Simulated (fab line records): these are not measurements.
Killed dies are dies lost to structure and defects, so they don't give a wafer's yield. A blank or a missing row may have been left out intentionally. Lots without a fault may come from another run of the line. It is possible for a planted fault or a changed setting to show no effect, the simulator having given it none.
Which tool did it? + flow berkeley-cmos170 + 45 wafers from 15 lots sampled at 6 of the route's 331 steps

== WHAT EACH GAUGE READ, for each wafer ==
UCB170_ACTIVE_THK_MEAS_03. Usual: for ACTIVE_OXIDE_THK the level is 26.2 nm and the standard deviation is 0.5.
| lot  | measured    | on            | ACTIVE_OXIDE_THK (nm) | flag |
|------|-------------|---------------|-----------------------|------|
| L931 | day 5 03:32 | film-metro-03 | 26.1 26.4 26.7        |      |
| L932 | day 5 18:59 | film-metro-01 | 25.9 25.9 26.3        |      |
| L936 | day 6 07:05 | film-metro-04 | 26.0 26.3 25.9        |      |
| L937 | day 6 21:17 | film-metro-01 | 25.9 26.1 26.1        |      |
| L938 | day 6 21:18 | film-metro-03 | 26.6 26.3 27.0        |      |
| L939 | day 6 21:21 | film-metro-04 | 26.9 26.9 26.9        |      |
| L943 | day 7 10:22 | film-metro-03 | 26.0 26.1 26.4        |      |
| L946 | day 7 19:25 | film-metro-04 | 26.9 27.1 26.7        |      |
| L945 | day 7 19:26 | film-metro-03 | 26.3 26.9 26.2        |      |
| L947 | day 7 19:29 | film-metro-03 | 25.1 25.8 25.2        |      |
| L949 | day 8 11:40 | film-metro-04 | 26.9 26.6 26.8        |      |
| L950 | day 8 11:40 | film-metro-01 | 25.3 25.6 25.4        |      |
| L952 | day 8 21:22 | film-metro-01 | 26.2 26.8 26.2        |      |
| L954 | day 9 08:24 | film-metro-03 | 26.6 26.8 27.3        |      |
| L953 | day 9 08:25 | film-metro-04 | 26.4 26.2 26.5        |      |

UCB170_GATE_THK_MEAS_05. Usual: for GATE_POLY_THK the level is 213.9 nm and the standard deviation is 2.1.
| lot  | measured     | on            | GATE_POLY_THK (nm) | flag |
|------|--------------|---------------|--------------------|------|
| L931 | day 7 21:25  | film-metro-03 | 214.5 212.4 214.2  |      |
| L932 | day 8 12:07  | film-metro-03 | 421.0 423.2 423.5  | OFF  |
| L936 | day 8 22:54  | film-metro-03 | 422.3 422.6 422.1  | OFF  |
| L937 | day 9 15:10  | film-metro-03 | 215.5 217.2 215.8  |      |
| L938 | day 9 16:41  | film-metro-03 | 430.1 429.8 428.8  | OFF  |
| L939 | day 9 15:07  | film-metro-04 | 215.5 215.4 216.5  |      |
| L943 | day 10 02:17 | film-metro-02 | 211.2 213.7 210.3  |      |
| L946 | day 10 17:28 | film-metro-04 | 214.5 213.0 215.2  |      |
| L945 | day 10 17:25 | film-metro-03 | 216.6 217.2 217.3  |      |
| L947 | day 10 17:28 | film-metro-03 | 217.3 217.7 218.6  |      |
| L949 | day 11 01:59 | film-metro-02 | 214.5 215.9 216.7  |      |
| L950 | day 11 02:01 | film-metro-03 | 215.2 213.5 215.7  |      |
| L952 | day 11 18:19 | film-metro-03 | 214.9 214.4 213.5  |      |
| L954 | day 12 05:28 | film-metro-02 | 215.4 214.1 215.4  |      |
| L953 | day 12 05:30 | film-metro-04 | 214.3 214.5 215.0  |      |

UCB170_PLDD_CD_MEAS_06: the cd target is 1200 nm. Usual: cd-nm 1199.6 nm, standard deviation 1.1.
| lot  | measured     | on        | cd-nm (nm)           | flag |
|------|--------------|-----------|----------------------|------|
| L931 | day 8 01:29  | cd-sem-02 | 1199.6 1198.5 1197.8 |      |
| L937 | day 9 19:35  | cd-sem-02 | 1199.6 1198.2 1198.7 |      |
| L939 | day 9 19:50  | cd-sem-02 | 1201.2 1199.8 1199.6 |      |
| L943 | day 10 09:35 | cd-sem-02 | 1202.0 1200.5 1200.6 |      |
| L946 | day 10 22:23 | cd-sem-01 | 1199.4 1199.5 1200.6 |      |
| L945 | day 10 22:02 | cd-sem-01 | 1198.3 1198.4 1199.2 |      |
| L947 | day 10 22:41 | cd-sem-01 | 1201.8 1200.0 1201.5 |      |
| L949 | day 11 06:42 | cd-sem-01 | 1199.3 1201.1 1199.7 |      |
| L950 | day 11 06:53 | cd-sem-02 | 1200.5 1199.0 1199.1 |      |
| L952 | day 11 21:29 | cd-sem-01 | 1201.2 1199.9 1200.8 |      |
| L954 | day 12 10:09 | cd-sem-01 | 1201.4 1200.3 1199.7 |      |
| L953 | day 12 10:31 | cd-sem-02 | 1199.8 1199.9 1199.9 |      |

== TOOL THAT RAN EACH LOT (tool first, then ch and the chambers of the sampled wafers, then the start) ==
| lot  | UCB170_PFIELD_STRIP_08              | UCB170_GATE_CVD_04          | UCB170_GATE_ETCH_15              |
|------|-------------------------------------|-----------------------------|----------------------------------|
| L931 | plasma-asher-01 ch 0,1, day 5 17:32 | lpcvd-01 ch 0, day 7 19:58  | rie-si-01 ch 0,1,2, day 7 23:34  |
| L932 | plasma-asher-04 ch 0,1, day 6 04:23 | lpcvd-01 ch 0, day 8 09:04  | rie-si-02 ch 0,1,3, day 8 13:39  |
| L936 | plasma-asher-04 ch 0,1, day 6 20:41 | lpcvd-02 ch 1, day 8 19:52  | rie-si-02 ch 1,3, day 9 00:25    |
| L937 | plasma-asher-04 ch 0,1, day 7 10:41 | lpcvd-02 ch 0, day 9 13:43  | rie-si-02 ch 1,2,3, day 9 17:08  |
| L938 | plasma-asher-01 ch 0,1, day 7 10:29 | lpcvd-02 ch 1, day 9 13:43  | rie-si-02 ch 0,3, day 9 18:06    |
| L939 | plasma-asher-04 ch 0,1, day 7 10:13 | lpcvd-02 ch 0, day 9 13:43  | rie-si-01 ch 0,2,3, day 9 16:54  |
| L943 | plasma-asher-03 ch 0,1, day 7 19:54 | lpcvd-01 ch 1, day 10 00:51 | rie-si-02 ch 2,3, day 10 04:17   |
| L946 | plasma-asher-04 ch 0,1, day 8 09:02 | lpcvd-01 ch 1, day 10 15:59 | rie-si-01 ch 0,2,3, day 10 19:56 |
| L945 | plasma-asher-01 ch 0,1, day 8 09:21 | lpcvd-01 ch 0, day 10 15:59 | rie-si-02 ch 0,2,3, day 10 19:38 |
| L947 | plasma-asher-03 ch 0,1, day 8 09:08 | lpcvd-01 ch 1, day 10 15:59 | rie-si-01 ch 0,1,3, day 10 20:05 |
| L949 | plasma-asher-03 ch 0,1, day 9 01:41 | lpcvd-02 ch 0, day 11 00:35 | rie-si-02 ch 1,2,3, day 11 04:38 |
| L950 | plasma-asher-01 ch 0,1, day 9 01:35 | lpcvd-02 ch 1, day 11 00:35 | rie-si-01 ch 0,1,2, day 11 04:49 |
| L952 | plasma-asher-01 ch 0,1, day 9 12:11 | lpcvd-01 ch 1, day 11 16:55 | rie-si-02 ch 2,3, day 11 20:07   |
| L954 | plasma-asher-03 ch 0,1, day 9 23:24 | lpcvd-02 ch 0, day 12 04:00 | rie-si-02 ch 0,2,3, day 12 07:40 |
| L953 | plasma-asher-01 ch 0,1, day 9 21:47 | lpcvd-02 ch 0, day 12 04:00 | rie-si-01 ch 0,1,2, day 12 07:57 |
- UCB170_PFIELD_STRIP_08: strips in O2.
- UCB170_GATE_CVD_04: deposits poly-Si from SiH4, time 1440 s, target thk 214 nm.
- UCB170_GATE_ETCH_15: etches poly-Si in HBr/Cl2, stops on SiO2, time 56.3 s, target depth 278.2 nm.

== WHAT THE TOOLS THEMSELVES READ (means of the sampled wafers that have a number; where no wafer has one, the mark that the record gives instead) ==
UCB170_PFIELD_STRIP_08. Usual: drypump-motor-current-A 5.6 A, standard deviation 0.53; oes-product-au 0.735 a.u., standard deviation 0.0047; strip-time-to-endpoint-s 21.64 s, standard deviation 0.065.
| lot  | tool            | drypump-motor-current-A (A) | oes-product-au (a.u.) | strip-time-to-endpoint-s (s) | flag |
|------|-----------------|-----------------------------|-----------------------|------------------------------|------|
| L931 | plasma-asher-01 | 5.2                         | 0.732                 | 21.64                        |      |
| L932 | plasma-asher-04 | 5.6                         | 0.735                 | 21.75                        |      |
| L936 | plasma-asher-04 | 5.9                         | 0.736                 | 21.71                        |      |
| L937 | plasma-asher-04 | 5.9                         | 0.736                 | 21.67                        |      |
| L938 | plasma-asher-01 | 5.2                         | 0.731                 | 21.65                        |      |
| L939 | plasma-asher-04 | 5.9                         | 0.731                 | 21.66                        |      |
| L943 | plasma-asher-03 | 6.1                         | 0.735                 | 21.64                        |      |
| L946 | plasma-asher-04 | 5.6                         | 0.732                 | 21.57                        |      |
| L945 | plasma-asher-01 | 5.1                         | 0.735                 | 21.60                        |      |
| L947 | plasma-asher-03 | 6.1                         | 0.732                 | 21.67                        |      |
| L949 | plasma-asher-03 | 6.1                         | 0.737                 | 21.60                        |      |
| L950 | plasma-asher-01 | 5.2                         | 0.735                 | 21.70                        |      |
| L952 | plasma-asher-01 | 5.2                         | 0.737                 | 21.64                        |      |
| L954 | plasma-asher-03 | 5.6                         | 0.737                 | 21.59                        |      |
| L953 | plasma-asher-01 | 5.1                         | 0.734                 | 21.73                        |      |

UCB170_GATE_ETCH_15. Usual: drypump-motor-current-A 5.6 A, standard deviation 0.57; oes-product-au 0.835 a.u., standard deviation 0.015; throttle-valve-pct 26.48 %, standard deviation 0.25.
| lot  | tool      | drypump-motor-current-A (A) | oes-product-au (a.u.) | throttle-valve-pct (%) | flag |
|------|-----------|-----------------------------|-----------------------|------------------------|------|
| L931 | rie-si-01 | 5.5                         | 0.831                 | 26.41                  |      |
| L932 | rie-si-02 | 5.5                         | 1.002                 | 26.47                  | OFF  |
| L936 | rie-si-02 | 5.2                         | 1.020                 | 26.59                  | OFF  |
| L937 | rie-si-02 | 5.3                         | 0.847                 | 26.62                  |      |
| L938 | rie-si-02 | 5.7                         | 1.008                 | 26.38                  | OFF  |
| L939 | rie-si-01 | 6.1                         | 0.835                 | 26.36                  |      |
| L943 | rie-si-02 | 5.4                         | 0.816                 | 26.55                  |      |
| L946 | rie-si-01 | 6.1                         | 0.827                 | 26.35                  |      |
| L945 | rie-si-02 | 5.5                         | 0.845                 | 26.50                  |      |
| L947 | rie-si-01 | 5.7                         | 0.827                 | 26.61                  |      |
| L949 | rie-si-02 | 5.2                         | 0.843                 | 26.63                  |      |
| L950 | rie-si-01 | 5.5                         | 0.835                 | 26.41                  |      |
| L952 | rie-si-02 | 5.3                         | 0.831                 | 26.55                  |      |
| L954 | rie-si-02 | 5.5                         | 0.839                 | 26.51                  |      |
| L953 | rie-si-01 | 5.5                         | 0.830                 | 26.41                  |      |

== THE ANSWER, worked out from the rows above alone ==
Rule: lot off if the mean of its wafers having a number is beyond 3 standard deviations from the usual mean. Also off: a lot with no number at a reading for which 4 or more lots have one. Where the step has rows for the other lots, those lots are counted as sound. Order of review: gauges by route order, followed by the tools' own readings, for which a lot's mean as printed above is used. At the first step where some lot is off, the reading lying furthest off is the one used; lots without a number count as furthest.
Off: L932, L936, L938, seen at UCB170_GATE_THK_MEAS_05 (GATE_POLY_THK).
A tool fits if, at a process step before that reading, it ran every lot that is off, and no sound lot after the first of them. Not tried: the gauges at UCB170_GATE_THK_MEAS_05; whatever is off there is also off at UCB170_GATE_ETCH_15, on other tools, and gauge error can't account for it. None of those tried fits.

== WHAT HAD BEEN PUT IN BY THE SIMULATOR ==
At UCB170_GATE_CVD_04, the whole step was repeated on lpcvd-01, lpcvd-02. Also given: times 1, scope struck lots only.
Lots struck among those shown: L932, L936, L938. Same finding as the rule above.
